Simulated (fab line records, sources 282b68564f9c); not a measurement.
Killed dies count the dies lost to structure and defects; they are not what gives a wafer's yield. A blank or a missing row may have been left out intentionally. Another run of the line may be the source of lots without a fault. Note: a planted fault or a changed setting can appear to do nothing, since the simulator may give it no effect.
A sampling plan put to the test    flow rit_cmos    each of the 27 faults these records tell of, on one fab line, judged from the records of the lots it struck
Plan = the line's own looks (route steps where a gauge or an inspection reads the wafer without altering it). Where struck wafers have a number at a look and the file lists that look's usual mean and standard deviation on fault-free wafers, the look can be judged. Caught: a look later than the fault's first step finds the struck wafers' mean 4 or more of those standard deviations (sigma) from the usual mean. On the tool: the fault's steps, tested the same way using the tool's own readings. Also counted as caught: the struck wafers showing another recipe, or a record that is empty for them alone.

THE FAULTS, as the simulator had put them in
1. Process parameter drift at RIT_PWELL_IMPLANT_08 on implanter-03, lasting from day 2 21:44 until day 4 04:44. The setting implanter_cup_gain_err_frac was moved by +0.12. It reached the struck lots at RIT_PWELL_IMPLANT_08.
2. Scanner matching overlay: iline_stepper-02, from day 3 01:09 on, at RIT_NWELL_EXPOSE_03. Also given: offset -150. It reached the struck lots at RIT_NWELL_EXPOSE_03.
3. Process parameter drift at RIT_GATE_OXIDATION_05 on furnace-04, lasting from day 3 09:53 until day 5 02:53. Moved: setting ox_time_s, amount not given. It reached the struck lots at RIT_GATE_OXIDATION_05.
4. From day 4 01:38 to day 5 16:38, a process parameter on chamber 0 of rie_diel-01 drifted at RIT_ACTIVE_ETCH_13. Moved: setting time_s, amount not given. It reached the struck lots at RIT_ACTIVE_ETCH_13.
5. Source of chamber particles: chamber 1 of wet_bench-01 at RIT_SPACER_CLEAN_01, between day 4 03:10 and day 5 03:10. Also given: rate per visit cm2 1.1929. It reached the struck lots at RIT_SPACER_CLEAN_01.
6. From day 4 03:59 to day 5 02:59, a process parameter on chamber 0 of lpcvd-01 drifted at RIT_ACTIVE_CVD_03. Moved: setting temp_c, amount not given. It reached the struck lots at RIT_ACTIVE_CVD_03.
7. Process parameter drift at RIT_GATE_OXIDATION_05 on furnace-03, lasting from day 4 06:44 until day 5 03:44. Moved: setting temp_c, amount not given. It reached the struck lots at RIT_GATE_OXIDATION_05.
8. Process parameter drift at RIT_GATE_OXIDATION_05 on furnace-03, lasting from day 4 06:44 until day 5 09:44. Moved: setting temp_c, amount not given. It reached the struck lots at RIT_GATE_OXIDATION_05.
9. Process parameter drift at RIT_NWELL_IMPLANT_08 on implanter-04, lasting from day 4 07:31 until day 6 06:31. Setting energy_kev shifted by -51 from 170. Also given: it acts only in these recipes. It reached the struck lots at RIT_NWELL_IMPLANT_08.
10. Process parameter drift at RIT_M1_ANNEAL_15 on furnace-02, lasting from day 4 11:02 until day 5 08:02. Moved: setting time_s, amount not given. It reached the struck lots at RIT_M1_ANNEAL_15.
11. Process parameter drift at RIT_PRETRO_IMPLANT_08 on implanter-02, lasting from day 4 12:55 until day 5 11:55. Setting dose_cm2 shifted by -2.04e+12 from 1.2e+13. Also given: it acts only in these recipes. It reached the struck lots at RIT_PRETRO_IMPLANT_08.
12. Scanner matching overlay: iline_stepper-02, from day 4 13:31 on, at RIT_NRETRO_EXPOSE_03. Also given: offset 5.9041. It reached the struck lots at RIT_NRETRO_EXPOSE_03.
13. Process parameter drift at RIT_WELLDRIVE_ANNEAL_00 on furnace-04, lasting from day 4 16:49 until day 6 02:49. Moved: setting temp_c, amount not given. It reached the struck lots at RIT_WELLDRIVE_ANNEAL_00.
14. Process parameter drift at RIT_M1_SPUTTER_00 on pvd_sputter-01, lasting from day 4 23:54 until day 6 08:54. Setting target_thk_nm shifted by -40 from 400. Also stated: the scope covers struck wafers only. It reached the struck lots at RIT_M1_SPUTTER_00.
15. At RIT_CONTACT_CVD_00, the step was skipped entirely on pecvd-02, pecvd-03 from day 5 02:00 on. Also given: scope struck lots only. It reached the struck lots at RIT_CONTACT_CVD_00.
16. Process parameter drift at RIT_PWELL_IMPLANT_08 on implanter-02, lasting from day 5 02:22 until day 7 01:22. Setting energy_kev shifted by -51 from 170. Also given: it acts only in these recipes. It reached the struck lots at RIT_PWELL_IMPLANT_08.
17. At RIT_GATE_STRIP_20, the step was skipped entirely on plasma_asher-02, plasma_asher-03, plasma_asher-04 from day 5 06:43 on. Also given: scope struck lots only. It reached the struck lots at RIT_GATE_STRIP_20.
18. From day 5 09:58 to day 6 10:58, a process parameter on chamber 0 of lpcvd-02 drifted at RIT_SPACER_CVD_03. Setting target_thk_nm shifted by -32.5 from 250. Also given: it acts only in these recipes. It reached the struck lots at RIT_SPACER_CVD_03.
19. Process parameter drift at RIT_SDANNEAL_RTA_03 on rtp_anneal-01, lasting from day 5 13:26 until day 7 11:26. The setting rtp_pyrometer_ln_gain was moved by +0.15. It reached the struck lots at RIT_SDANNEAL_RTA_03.
20. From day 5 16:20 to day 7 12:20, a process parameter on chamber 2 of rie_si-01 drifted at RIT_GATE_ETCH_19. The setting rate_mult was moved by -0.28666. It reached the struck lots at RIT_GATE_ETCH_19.
21. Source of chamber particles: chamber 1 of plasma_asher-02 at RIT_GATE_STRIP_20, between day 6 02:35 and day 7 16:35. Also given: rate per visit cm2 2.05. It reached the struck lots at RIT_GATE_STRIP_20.
22. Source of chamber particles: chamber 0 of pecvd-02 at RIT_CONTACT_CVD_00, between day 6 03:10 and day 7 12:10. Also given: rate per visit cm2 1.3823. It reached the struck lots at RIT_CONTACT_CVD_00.
23. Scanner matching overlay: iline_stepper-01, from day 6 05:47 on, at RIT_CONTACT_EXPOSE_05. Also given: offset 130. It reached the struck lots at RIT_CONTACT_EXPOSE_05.
24. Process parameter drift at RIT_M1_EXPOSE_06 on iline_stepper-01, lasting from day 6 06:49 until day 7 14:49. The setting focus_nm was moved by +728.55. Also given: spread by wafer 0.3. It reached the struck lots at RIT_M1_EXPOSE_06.
25. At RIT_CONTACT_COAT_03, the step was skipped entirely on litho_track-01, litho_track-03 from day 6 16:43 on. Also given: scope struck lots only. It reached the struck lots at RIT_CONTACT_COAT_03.
26. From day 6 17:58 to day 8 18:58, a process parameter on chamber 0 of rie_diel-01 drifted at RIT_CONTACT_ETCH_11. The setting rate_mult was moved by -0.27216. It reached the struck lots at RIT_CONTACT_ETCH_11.
27. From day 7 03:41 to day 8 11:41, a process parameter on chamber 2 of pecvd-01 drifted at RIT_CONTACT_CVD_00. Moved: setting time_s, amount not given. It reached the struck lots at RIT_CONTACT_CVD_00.

WHAT THE PLAN SAW
fault  on the tool itself                                first look that catches it                       reading, sigma                                                median hours from its first step to that look  hours from the fault's start to the first struck lot there  judged looks passed uncaught
1      faraday_current_uA +6.0 sigma                     RIT_PWELL_TW_MEAS_10                             PWELL_TW -5.8                                                 0.3                                            7                                                           0
2      no reading that can be judged                     RIT_NWELL_OVL_MEAS_06                            NWELL_OVL -99 or beyond                                       0.4                                            7                                                           0
3      under 2 sigma                                     RIT_GATE_THK_MEAS_07                             GATE_OXIDE_THK +14                                            1.6                                            8                                                           0
4      run_length_s +51 sigma                            none of the 4 looks that can be judged after it  -                                                             -                                              -                                                           4
5      no reading that can be judged                     not the one look that can be judged after it     -                                                             -                                              -                                                           1
6      susceptor_temp_C +99 or beyond sigma              RIT_ACTIVE_THK_MEAS_04                           ACTIVE_NITRIDE_THK +77                                        1.4                                            4                                                           0
7      tube_center_temp_C +99 or beyond sigma            RIT_GATE_THK_MEAS_07                             GATE_OXIDE_THK +23                                            1.3                                            4                                                           0
8      tube_center_temp_C -99 or beyond sigma            RIT_GATE_THK_MEAS_07                             GATE_OXIDE_THK -6.0                                           1.3                                            4                                                           0
9      beam_energy_keV -99 or beyond sigma               RIT_NWELL_TW_MEAS_10                             NWELL_TW -6.3                                                 0.3                                            3                                                           0
10     under 2 sigma                                     not the one look that can be judged after it     -                                                             -                                              -                                                           1
11     dose_ions_cm2 -99 or beyond sigma                 not the one look that can be judged after it     strongest: PRETRO_TW at RIT_PRETRO_TW_MEAS_10, -3.7           -                                              -                                                           1
12     under 2 sigma                                     RIT_NRETRO_OVL_MEAS_06                           NRETRO_OVL +4.0                                               0.4                                            6                                                           0
13     spike_tc_centre_C -25 sigma                       RIT_WELLDRIVE_RS_MEAS_01                         NWELL_RS +62                                                  5.1                                            1                                                           0
14     under 2 sigma                                     RIT_M1_RS_MEAS_01                                M1_AL_RS +10                                                  0.3                                            16                                                          0
15     the tool's record is blank for the struck wafers  no look after it can be judged                   -                                                             -                                              -                                                           0
16     beam_energy_keV -99 or beyond sigma               RIT_WELLDRIVE_RS_MEAS_02                         PWELL_RS +11                                                  5.9                                            12                                                          0
17     the tool's record is blank for the struck wafers  no look after it can be judged                   -                                                             -                                              -                                                           0
18     under 2 sigma                                     RIT_SPACER_THK_MEAS_04                           SPACER_NITRIDE_THK -13                                        1.9                                            10                                                          0
19     under 2 sigma                                     RIT_SDANNEAL_RS_MEAS_04                          PSD_RS +41                                                    0.1                                            7                                                           0
20     only faintly: oes_product_au -3.9 sigma           no look after it can be judged                   -                                                             -                                              -                                                           0
21     under 2 sigma                                     no look after it can be judged                   -                                                             -                                              -                                                           0
22     under 2 sigma                                     no look after it can be judged                   -                                                             -                                              -                                                           0
23     no reading that can be judged                     RIT_CONTACT_OVL_MEAS_09                          CONTACT_OVL +99 or beyond                                     0.6                                            5                                                           0
24     exposure_dose_mJ_cm2 -16 sigma                    RIT_M1_CD_MEAS_09                                cd_nm -9.5                                                    0.4                                            10                                                          0
25     the tool's record is blank for the struck wafers  no look after it can be judged                   -                                                             -                                              -                                                           0
26     under 2 sigma                                     no look after it can be judged                   -                                                             -                                              -                                                           0
27     only faintly: run_length_s +3.5 sigma             not the one look that can be judged after it     strongest: CONTACT_TEOS_THK at RIT_CONTACT_THK_MEAS_01, +3.0  -                                              -                                                           1
A dash: the fault isn't caught, or these records don't give the number.

Caught at a look: 15 of 27. Caught on the tool: 13 of 27. By one or the other: 20 of 27.
On the tool alone, faults 4, 11, 15, 17, 25 were caught.
Caught at a look alone: faults 2, 3, 12, 14, 18, 19, 23.
Caught by neither: faults 5, 10, 20, 21, 22, 26, 27.

THINNER SAMPLING
If the look that catches a fault measured only every second or every third lot, by lot number, the first struck lot would be measured this late in the worst case:
fault  struck lots at that look, in order of time  every lot  every second lot  every third lot
1      L989, L992                                  7 h        20 h              may miss all 2
2      L888, L889                                  7 h        14 h              may miss all 2
3      L746, L750                                  8 h        may miss all 2    may miss all 2
6      L976                                        4 h        may miss it       may miss it
7      L846, L848                                  4 h        may miss all 2    may miss all 2
8      L427, L429                                  4 h        may miss all 2    may miss all 2
9      L797, L802                                  3 h        28 h              may miss all 2
12     L876, L877, L878                            6 h        10 h              14 h
13     L109, L111                                  1 h        may miss all 2    may miss all 2
14     L620                                        16 h       may miss it       may miss it
16     L722, L723                                  12 h       17 h              may miss all 2
18     L634                                        10 h       may miss it       may miss it
19     L621, L623                                  7 h        may miss all 2    may miss all 2
23     L393, L395, L396, L398                      5 h        20 h              may miss all 4
24     L700                                        10 h       may miss it       may miss it
Hours: fault start to first struck lot measured. 4 sigma limit: tested on the pooled struck wafers, so a lone lot may be under it. Other struck lots may not be in these records.

THE LONGEST TIMED WAY FROM STEP TO LOOK
Fault 16: a median of 5.9 hours passes between RIT_PWELL_IMPLANT_08 and RIT_WELLDRIVE_RS_MEAS_02. No look between them can be judged.
